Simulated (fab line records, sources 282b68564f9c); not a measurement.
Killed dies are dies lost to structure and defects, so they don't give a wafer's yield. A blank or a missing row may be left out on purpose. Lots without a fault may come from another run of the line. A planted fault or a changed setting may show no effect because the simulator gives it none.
Split-lot experiment | flow rit_cmos | 5 lots, 23 wafers read, on a route of 202 steps

THE SPLIT
At RIT_FOX2_OXIDATION_00 (target thk 350.7 nm, ox time 1130 s), the setting ox_time_s was moved away from the recipe's 1130 s on 15 of the 23 wafers read, by -11.4% to +13.1%. The other wafers ran this setting at the recipe's value.

FROM THE SPLIT TO THE READING: what the file shows between them, 16 steps
- RIT_FOX2_THK_MEAS_01
- RIT_FOX2_CLEAN_02: cleans in dHF, time 180 s
- RIT_FOX2_WET_ETCH_03: etches Si3N4 in H3PO4, target depth 195 nm, time 2700 s
- RIT_FOX2_THK_MEAS_90
- RIT_NWELL_IMPLANT_08 (also split here: dose_cm2)
- RIT_NWELL_STRIP_09: strips in O2, time 180 s
- RIT_NWELL_TW_MEAS_10
- RIT_PWELL_STRIP_09: strips in O2, time 180 s (also split here: o2_flow_sccm)
- RIT_WELLDRIVE_ANNEAL_00: time 14700 s
- RIT_WELLDRIVE_RS_MEAS_01: measures by four-point-probe
- RIT_NRETRO_COAT_01: resist thk 1300 nm (also split here: resist_thk_nm)
- RIT_GATE_WET_ETCH_00: etches SiO2 in BOE, target depth 56 nm, time 60 s (also split here: time_s)
- RIT_GATE_CLEAN_01: cleans in SC1, time 600 s
- RIT_GATE_CLEAN_02: cleans in dHF, time 30 s
- RIT_GATE_CLEAN_03: cleans in SC2, time 600 s
- RIT_GATE_CLEAN_04: cleans in dHF, time 60 s

THE READING
FIELD_OXIDE_LEFT_2_THK, in nm, at RIT_FOX2_THK_MEAS_91. Fault-free wafers of this fab line usually give 254 nm, standard deviation 5.8 nm.

wafer  | tool, chamber at the split | ox_time_s as run, s | against the recipe | FIELD_OXIDE_LEFT_2_THK, nm | against lot-mates on the recipe
L074.1 | -, -                       | 1130                | recipe             | 253                        | -
L074.2 | -, -                       | 1130                | recipe             | 257                        | -
L074.3 | -, -                       | 1130                | recipe             | 247                        | -
L074.4 | -, -                       | 1130                | recipe             | 246                        | -
L074.5 | -, -                       | 1130                | recipe             | 258                        | -
L075.1 | -, -                       | 1278                | +13.1%             | 285                        | no lot-mate on the recipe
L075.2 | -, -                       | 1278                | +13.1%             | 282                        | no lot-mate on the recipe
L075.3 | -, -                       | 1278                | +13.1%             | 281                        | no lot-mate on the recipe
L075.4 | -, -                       | 1278                | +13.1%             | 278                        | no lot-mate on the recipe
L075.6 | -, -                       | 1278                | +13.1%             | 282                        | no lot-mate on the recipe
L078.1 | -, -                       | 1228                | +8.7%              | 274                        | no lot-mate on the recipe
L078.2 | -, -                       | 1228                | +8.7%              | 275                        | no lot-mate on the recipe
L078.4 | -, -                       | 1228                | +8.7%              | 276                        | no lot-mate on the recipe
L078.5 | -, -                       | 1228                | +8.7%              | 276                        | no lot-mate on the recipe
L078.6 | -, -                       | 1228                | +8.7%              | 283                        | no lot-mate on the recipe
L080.1 | -, -                       | 1001                | -11.4%             | 228                        | no lot-mate on the recipe
L080.2 | -, -                       | 1001                | -11.4%             | 234                        | no lot-mate on the recipe
L080.3 | -, -                       | 1001                | -11.4%             | 238                        | no lot-mate on the recipe
L080.5 | -, -                       | 1001                | -11.4%             | 232                        | no lot-mate on the recipe
L080.6 | -, -                       | 1001                | -11.4%             | 232                        | no lot-mate on the recipe
L083.3 | furnace-03, 0              | 1130                | recipe             | 251                        | -
L083.4 | furnace-03, 0              | 1130                | recipe             | 249                        | -
L083.6 | furnace-03, 0              | 1130                | recipe             | 251                        | -

THE FIT
A straight line over all 23 wafers: FIELD_OXIDE_LEFT_2_THK changes by +2.1 nm for each +1% of ox_time_s; r = +0.97; the points scatter about the line by 4.6 nm.
Too few moved wafers have a lot-mate on the recipe to fit a line with each lot's own level taken away.

THE WHOLE CHAIN: every reading that the file lists as answering this split, in the file's order
step                  | what it does                        | reading                                                                           | change (the file's fit)               | r (the file's)
RIT_FOX2_OXIDATION_00 | target thk 350.7 nm, ox time 1130 s | SiO2_of_FOX2_OXIDATION_00.thk_nm (the simulator's own value, which no gauge read) | +2.11 nm for each +1% of the setting  | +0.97
RIT_FOX2_OXIDATION_00 | target thk 350.7 nm, ox time 1130 s | Si3N4_of_ACTIVE_CVD_03.thk_nm (the simulator's own value, which no gauge read)    | -0.529 nm for each +1% of the setting | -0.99
RIT_FOX2_THK_MEAS_01  |                                     | FOX2_OXIDE_THK                                                                    | +2.11 for each +1% of the setting     | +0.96
RIT_FOX2_THK_MEAS_90  |                                     | FIELD_OXIDE_LEFT_1_THK                                                            | +2.09 for each +1% of the setting     | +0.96
RIT_FOX2_THK_MEAS_91  |                                     | FIELD_OXIDE_LEFT_2_THK                                                            | +2.1 for each +1% of the setting      | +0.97

THE FILE'S OWN FIT
FIELD_OXIDE_LEFT_2_THK changes by +2.1 nm for each +1% of ox_time_s, r = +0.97.
